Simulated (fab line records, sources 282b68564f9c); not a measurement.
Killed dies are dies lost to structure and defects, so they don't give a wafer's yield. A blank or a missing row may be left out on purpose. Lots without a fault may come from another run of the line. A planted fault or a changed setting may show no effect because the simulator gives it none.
fab line records | flow rit_cmos
record lots=7 wafers=21 last_day=8
route steps=202 shown PWELL@42 WELLDRIVE@50 NWELL@51 NRETRO@53 PRETRO@64 GATE@75
lots that met no fault: from a run of the same line without faults
start_h: hours from the record's first day to the start of the lot's first wafer shown | wait_h: hours since the lot's step before | " the same as in the row above | L1.1+2: a row that stands for several wafers | - no value, or no start given | * or withheld: withheld | < > ~ a bound
route shown NAME@n: a module of which the file shows steps, and the number in the route of the first | usual: mean/standard deviation of fault-free wafers | same: alike in all rows | chamber/n: place in a boat | sites: the reading at each site | _std_site: their standard deviation | _edge_site: outer sites' mean less inner sites' | radius_mm: how far each site lies from the wafer's centre | mask NAME#n: copy n | behind: the tool/chamber that last shaped the wafer | hold: why the lot was held/for how many hours/how that ended | device: the transistor (n, p or np) that didn't switch | end of line: the same wafers' tests at the end of the route | a step without rows: its recipe alone | killed: dies lost to structure and defects at the first sort, not the wafer's yield | map: a wafer's dies, x killed, . not, _ none there
set.NAME: the setting as run; set.NAME@STEP: as run at that earlier step | model.NAME: the simulator's own value behind a step, which no gauge read
lots at some steps of the route; a table a step, a row a wafer
services: from which hour (start_h, from the record's first day; less than 0 if before it) a tool's chamber was out of use, for how many hours, and why
## steps
# step RIT_PWELL_EXPOSE_03
# recipe mask_id=M3 na=0.57 target_cd_nm=43700 dose_mj=250
# step RIT_PWELL_PEB_04
# recipe resist=NOVOLAK temp_c=withheld time_s=withheld
# step RIT_PWELL_DEVELOP_05
# recipe resist=NOVOLAK develop_time_s=68 dev_temp_c=23
# step RIT_PWELL_OVL_MEAS_06
# usual PWELL_OVL=0.2/1.4
# columns lot.wafer tool chamber start_h wait_h PWELL_OVL[nm]
L176.2 overlay-01 - 52.95 - 0.5
L176.3 " - " " 0.2
L176.5 " - " " -0.7
L178.3 overlay-02 - 65.55 - 1.6
L178.4 " - " " 1.9
L178.6 " - " " 1.7
L184.1 overlay-02 - 92.94 - -0.5
L184.3 " - " " -1.6
L184.6 " - " " -0.1
L185.2 overlay-01 - 98.65 - 2.0
L185.3 " - " " 3.3
L185.4 " - " " 2.8
L186.3 overlay-01 - 104.82 - -0.7
L186.5 " - " " -1.0
L186.6 " - " " -0.6
L192.2 overlay-01 - 137.34 - -0.3
L192.4 " - " " 0.1
L192.6 " - " " 1.2
L193.4 overlay-02 - 141.40 - 0.8
L193.5 " - " " 0.6
L193.6 " - " " 0.0
# step RIT_PWELL_HARDBAKE_07
# recipe resist=NOVOLAK temp_c=140 time_s=120
# step RIT_PWELL_IMPLANT_08
# recipe species=B energy_kev=170 dose_cm2=7e+13 tilt_deg=7
# step RIT_PWELL_STRIP_09
# recipe chemistry=O2 time_s=180 resist=NOVOLAK platen_temp_c=withheld power_w=500 pressure_mtorr=4000 o2_flow_sccm=4000
# usual drypump_motor_current_A=5.8/0.48
# columns lot.wafer tool chamber start_h wait_h drypump_motor_current_A rf_hours_counter_h
L176.2 plasma_asher-02 1 53.38 0.1 6.5 24
L176.3 " 1 " " 6.5 -
L176.5 " 0 " " 5.4 -
L178.3 plasma_asher-01 0 66.04 0.1 5.7 -
L178.4 " 1 " " 6.3 -
L178.6 " 0 " " 5.8 -
L184.1 plasma_asher-03 1 93.37 0.1 5.1 36
L184.3 " 1 " " 5.1 -
L184.6 " 1 " " 5.1 -
L185.2 plasma_asher-02 1 99.08 0.1 6.5 29
L185.3 " 1 " " 6.5 -
L185.4 " 0 " " 5.4 -
L186.3 plasma_asher-01 1 105.30 0.1 6.3 -
L186.5 " 1 " " 6.3 -
L186.6 " 0 " " 5.8 -
L192.2 plasma_asher-03 0 137.77 0.1 5.8 40
L192.4 " 0 " " 5.8 -
L192.6 " 0 " " 5.8 -
L193.4 plasma_asher-01 1 141.87 0.1 6.3 -
L193.5 " 0 " " 5.8 -
L193.6 " 1 " " 6.3 -
# step RIT_PWELL_TW_MEAS_10
# usual PWELL_TW=947/11
# columns lot.wafer tool chamber start_h wait_h PWELL_TW
L176.2 film_metro-01 - 53.56 0.1 967
L176.3 " - " " 969
L176.5 " - " " 960
L178.3 film_metro-02 - 66.17 0.1 935
L178.4 " - " " 936
L178.6 " - " " 936
L184.1 film_metro-02 - 93.55 0.1 937
L184.3 " - " " 937
L184.6 " - " " 938
L185.2 film_metro-01 - 99.26 0.1 960
L185.3 " - " " 960
L185.4 " - " " 963
L186.3 film_metro-02 - 105.44 0.1 942
L186.5 " - " " 944
L186.6 " - " " 937
L192.2 film_metro-04 - 137.95 0.1 941
L192.4 " - " " 946
L192.6 " - " " 944
L193.4 film_metro-02 - 142.02 0.1 940
L193.5 " - " " 935
L193.6 " - " " 931
# step RIT_WELLDRIVE_ANNEAL_00
# recipe temp_c=1100 time_s=14700 ambient=N2
# step RIT_WELLDRIVE_RS_MEAS_01
# recipe thk_meas_gauge=four-point-probe
# usual NWELL_RS=275.4/0.67
# columns lot.wafer tool chamber start_h wait_h NWELL_RS[ohm/sq]
L176.2 film_metro-02 - 58.71 0.0 276.0
L176.3 " - " " 275.8
L176.5 " - " " 276.1
L178.3 film_metro-02 - 71.83 0.0 276.1
L178.4 " - " " 277.0
L178.6 " - " " 276.3
L184.1 film_metro-02 - 98.84 0.0 275.5
L184.3 " - " " 275.9
L184.6 " - " " 275.2
L185.2 film_metro-01 - 105.02 0.0 275.6
L185.3 " - " " 275.8
L185.4 " - " " 276.3
L186.3 film_metro-01 - 111.62 0.0 274.4
L186.5 " - " " 274.8
L186.6 " - " " 274.3
L192.2 film_metro-02 - 145.30 0.0 276.6
L192.4 " - " " 276.0
L192.6 " - " " 276.0
L193.4 film_metro-04 - 150.43 0.1 275.0
L193.5 " - " " 274.5
L193.6 " - " " 274.5
# step RIT_WELLDRIVE_RS_MEAS_02
# recipe thk_meas_gauge=four-point-probe
# usual PWELL_RS=429.7/1.1
# columns lot.wafer tool chamber start_h wait_h PWELL_RS[ohm/sq]
L176.2 film_metro-02 - 58.83 0.1 430.8
L176.3 " - " " 431.4
L176.5 " - " " 430.7
L178.3 film_metro-02 - 71.95 0.1 431.0
L178.4 " - " " 431.4
L178.6 " - " " 429.1
L184.1 film_metro-02 - 98.96 0.1 431.6
L184.3 " - " " 431.1
L184.6 " - " " 431.4
L185.2 film_metro-01 - 105.14 0.1 428.9
L185.3 " - " " 429.8
L185.4 " - " " 429.2
L186.3 film_metro-01 - 111.74 0.1 429.7
L186.5 " - " " 429.8
L186.6 " - " " 429.8
L192.2 film_metro-02 - 145.42 0.1 429.2
L192.4 " - " " 428.5
L192.6 " - " " 430.0
L193.4 film_metro-04 - 150.55 0.1 431.5
L193.5 " - " " 431.2
L193.6 " - " " 429.5
# step RIT_NRETRO_HMDS_00
# recipe prime_time_s=60 prime_temp_c=140
# step RIT_NRETRO_COAT_01
# recipe resist=NOVOLAK spin_rpm=2000 resist_thk_nm=1289
# usual chill_plate_temp_C=23.00/0.11 dispense_pressure_kPa=54.2/2.6
# columns lot.wafer tool chamber start_h wait_h chill_plate_temp_C dispense_pressure_kPa
L176.2 litho_track-03 0 59.11 0.1 22.97 53.2
L176.3 " 0 " " 22.86 53.2
L176.5 " 0 " " 23.00 53.2
L178.3 litho_track-04 0 72.24 0.1 23.02 57.4
L178.4 " 0 " " 23.00 57.5
L178.6 " 0 " " 23.16 57.4
L184.1 litho_track-03 - 99.23 0.1 - -
L184.3 " - " " - -
L184.6 " - " " - -
L185.2 litho_track-03 - 105.41 0.1 - -
L185.3 " - " " - -
L185.4 " - " " - -
L186.3 litho_track-02 - 112.02 0.1 - -
L186.5 " - " " - -
L186.6 " - " " - -
L192.2 litho_track-02 0 145.70 0.1 22.74 51.3
L192.4 " 0 " " 22.80 51.3
L192.6 " 0 " " 22.87 51.3
L193.4 litho_track-04 0 150.83 0.1 23.16 57.5
L193.5 " 0 " " 22.99 57.5
L193.6 " 0 " " 23.18 57.5
# step RIT_NRETRO_SOFTBAKE_02
# recipe resist=NOVOLAK temp_c=90 time_s=60
# step RIT_NRETRO_EXPOSE_03
# recipe mask_id=M4 na=0.57 target_cd_nm=43900 dose_mj=250
# step RIT_NRETRO_PEB_04
# recipe resist=NOVOLAK temp_c=withheld time_s=withheld
# step RIT_NRETRO_DEVELOP_05
# recipe resist=NOVOLAK develop_time_s=69.64 dev_temp_c=23
# step RIT_NRETRO_OVL_MEAS_06
# usual NRETRO_OVL=0.9/1.5
# columns lot.wafer tool chamber start_h wait_h NRETRO_OVL[nm]
L176.2 overlay-02 - 60.00 - -2.1
L176.3 " - " " -0.3
L176.5 " - " " 0.3
L178.3 overlay-02 - 72.93 - 2.2
L178.4 " - " " 0.7
L178.6 " - " " 1.9
L184.1 overlay-01 - 100.08 - -
L184.3 " - " " -
L184.6 " - " " -
L185.2 overlay-01 - 106.12 - -
L185.3 " - " " -
L185.4 " - " " -
L186.3 overlay-02 - 112.71 - -
L186.5 " - " " -
L186.6 " - " " -
L192.2 overlay-01 - 146.41 - 2.9
L192.4 " - " " 2.8
L192.6 " - " " 3.9
L193.4 overlay-01 - 151.50 - 0.1
L193.5 " - " " 1.4
L193.6 " - " " 0.0
# step RIT_NRETRO_HARDBAKE_07
# recipe resist=NOVOLAK temp_c=140 time_s=120
# step RIT_NRETRO_IMPLANT_08
# recipe species=P energy_kev=70 dose_cm2=1e+13 tilt_deg=7
# step RIT_NRETRO_STRIP_09
# recipe chemistry=O2 time_s=180 resist=NOVOLAK platen_temp_c=withheld power_w=500 pressure_mtorr=4000 o2_flow_sccm=4000
# usual drypump_motor_current_A=5.8/0.57
# columns lot.wafer tool chamber start_h wait_h drypump_motor_current_A rf_hours_counter_h
L176.2 plasma_asher-04 0 60.60 0.1 6.6 47
L176.3 " 1 " " 5.2 -
L176.5 " 1 " " 5.2 -
L178.3 plasma_asher-03 0 73.42 0.1 5.7 -
L178.4 " 1 " " 5.1 -
L178.6 " 1 " " 5.1 -
L184.1 plasma_asher-04 1 100.52 0.1 5.2 52
L184.3 " 1 " " 5.2 -
L184.6 " 0 " " 6.6 -
L185.2 plasma_asher-02 0 106.55 0.1 5.4 30
L185.3 " 0 " " 5.4 -
L185.4 " 1 " " 6.5 -
L186.3 plasma_asher-03 1 113.19 0.1 5.1 -
L186.5 " 0 " " 5.8 -
L186.6 " 1 " " 5.1 -
L192.2 plasma_asher-03 1 146.84 0.1 5.1 41
L192.4 " 0 " " 5.8 -
L192.6 " 0 " " 5.8 -
L193.4 plasma_asher-04 1 152.15 0.1 5.2 -
L193.5 " 1 " " 5.2 -
L193.6 " 0 " " 6.6 -
# step RIT_NRETRO_TW_MEAS_10
# usual NRETRO_TW=1055/13
# columns lot.wafer tool chamber start_h wait_h NRETRO_TW
L176.2 film_metro-04 - 60.79 0.1 1037
L176.3 " - " " 1031
L176.5 " - " " 1036
L178.3 film_metro-03 - 73.55 0.1 1052
L178.4 " - " " 1056
L178.6 " - " " 1061
L184.1 film_metro-03 - 100.69 0.1 1061
L184.3 " - " " 1061
L184.6 " - " " 1059
L185.2 film_metro-03 - 106.74 0.1 1068
L185.3 " - " " 1058
L185.4 " - " " 1060
L186.3 film_metro-01 - 113.33 0.1 1059
L186.5 " - " " 1061
L186.6 " - " " 1067
L192.2 film_metro-04 - 147.02 0.1 1036
L192.4 " - " " 1032
L192.6 " - " " 1032
L193.4 film_metro-01 - 152.29 0.1 1060
L193.5 " - " " 1074
L193.6 " - " " 1066
# step RIT_PRETRO_HMDS_00
# recipe prime_time_s=60 prime_temp_c=140
# step RIT_PRETRO_COAT_01
# recipe resist=NOVOLAK spin_rpm=2000 resist_thk_nm=1300
# step RIT_PRETRO_SOFTBAKE_02
# recipe resist=NOVOLAK temp_c=90 time_s=60
# step RIT_PRETRO_EXPOSE_03
# recipe mask_id=M5 na=0.57 target_cd_nm=43700 dose_mj=250
# step RIT_PRETRO_PEB_04
# recipe resist=NOVOLAK temp_c=withheld time_s=withheld
# step RIT_PRETRO_DEVELOP_05
# recipe resist=NOVOLAK develop_time_s=68 dev_temp_c=23
# step RIT_PRETRO_OVL_MEAS_06
# usual PRETRO_OVL=0.2/1.2
# columns lot.wafer tool chamber start_h wait_h PRETRO_OVL[nm]
L176.2 overlay-02 - 61.85 - -0.3
L176.3 " - " " 2.1
L176.5 " - " " 0.6
L178.3 overlay-01 - 74.48 - -0.9
L178.4 " - " " 0.4
L178.6 " - " " -0.1
L184.1 overlay-01 - 101.76 - -0.4
L184.3 " - " " 0.3
L184.6 " - " " -0.4
L185.2 overlay-01 - 107.75 - 2.2
L185.3 " - " " 2.6
L185.4 " - " " 2.6
L186.3 overlay-01 - 114.39 - 1.6
L186.5 " - " " 2.5
L186.6 " - " " 1.5
L192.2 overlay-01 - 147.96 - -1.5
L192.4 " - " " -0.5
L192.6 " - " " 0.0
L193.4 overlay-01 - 153.35 - -0.4
L193.5 " - " " -0.1
L193.6 " - " " 1.2
# step RIT_PRETRO_HARDBAKE_07
# recipe resist=NOVOLAK temp_c=140 time_s=120
# step RIT_PRETRO_IMPLANT_08
# recipe species=B energy_kev=45 dose_cm2=1.2e+13 tilt_deg=7
# step RIT_PRETRO_STRIP_09
# recipe chemistry=O2 time_s=180 resist=NOVOLAK platen_temp_c=withheld power_w=500 pressure_mtorr=4000 o2_flow_sccm=4000
# usual drypump_motor_current_A=5.7/0.51
# columns lot.wafer tool chamber start_h wait_h drypump_motor_current_A rf_hours_counter_h
L176.2 plasma_asher-01 0 62.28 0.1 5.7 47
L176.3 " 1 " " 6.3 -
L176.5 " 1 " " 6.3 -
L178.3 plasma_asher-03 1 74.97 0.1 5.1 -
L178.4 " 0 " " 5.8 -
L178.6 " 1 " " 5.1 -
L184.1 plasma_asher-04 0 102.20 0.1 6.6 52
L184.3 " 0 " " 6.6 -
L184.6 " 1 " " 5.2 -
L185.2 plasma_asher-01 0 108.18 0.1 5.7 51
L185.3 " 0 " " 5.7 -
L185.4 " 1 " " 6.3 -
L186.3 plasma_asher-01 1 114.87 0.1 6.3 -
L186.5 " 0 " " 5.7 -
L186.6 " 1 " " 6.3 -
L192.2 plasma_asher-03 1 148.39 0.1 5.1 41
L192.4 " 1 " " 5.1 -
L192.6 " 1 " " 5.1 -
L193.4 plasma_asher-01 0 153.82 0.1 5.8 -
L193.5 " 1 " " 6.3 -
L193.6 " 0 " " 5.8 -
# step RIT_PRETRO_TW_MEAS_10
# usual PRETRO_TW=477/6.4
# columns lot.wafer tool chamber start_h wait_h PRETRO_TW
L176.2 film_metro-01 - 62.46 0.1 481
L176.3 " - " " 481
L176.5 " - " " 484
L178.3 film_metro-02 - 75.10 0.1 469
L178.4 " - " " 470
L178.6 " - " " 471
L184.1 film_metro-02 - 102.37 0.1 1062
L184.3 " - " " 1061
L184.6 " - " " 1060
L185.2 film_metro-01 - 108.36 0.1 1092
L185.3 " - " " 1102
L185.4 " - " " 1089
L186.3 film_metro-03 - 115.01 0.1 1081
L186.5 " - " " 1081
L186.6 " - " " 1083
L192.2 film_metro-01 - 148.57 0.1 484
L192.4 " - " " 484
L192.6 " - " " 481
L193.4 film_metro-01 - 153.97 0.1 480
L193.5 " - " " 481
L193.6 " - " " 482
# step RIT_GATE_WET_ETCH_00
# recipe chemistry=BOE target=SiO2 target_depth_nm=56 time_s=60 dry=n2_spin dilution=10:1 temp_c=21.5
## services
# columns tool chamber start_h hours kind
plasma_asher-04 - 108.75 9.0 pm
plasma_asher-04 0 108.75 9.0 vent_cycle
plasma_asher-04 1 108.75 9.0 vent_cycle
plasma_asher-04 0 117.75 - clean
plasma_asher-04 1 117.75 - clean
## key
first_sign step=RIT_NRETRO_COAT_01 reading=tool_record direction=missing
effect step=RIT_NRETRO_OVL_MEAS_06 reading=NRETRO_OVL direction=missing
effect step=RIT_PRETRO_TW_MEAS_10 reading=PRETRO_TW direction=up sigmas=94 usual=477 struck=1079
met_at RIT_NRETRO_COAT_01
struck_wafers L184.1,L184.3,L184.6,L185.2,L185.3,L185.4,L186.3,L186.5,L186.6
sort_left_out L184.1,L184.3,L184.6,L185.2,L185.3,L185.4,L186.3,L186.5,L186.6
tester_left_out L184,L185,L186
onset_between 59.11 99.23
fault kind=skipped_step_whole tool=litho_track-02,litho_track-03 chamber=- onset_h=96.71 steps=RIT_NRETRO_COAT_01 scope=struck_lots_only
# tester_left_out: of these lots the tester's yield and bins aren't shown, on N5 and GAA mostly nor the transistor test; their killed dies are dies lost to structure and defects alone, not to doping, threshold or leakage, so they don't give the yield
# sort_left_out: the simulated sort isn't trusted on such a fault, so these wafers' sort isn't shown, and their yield isn't known
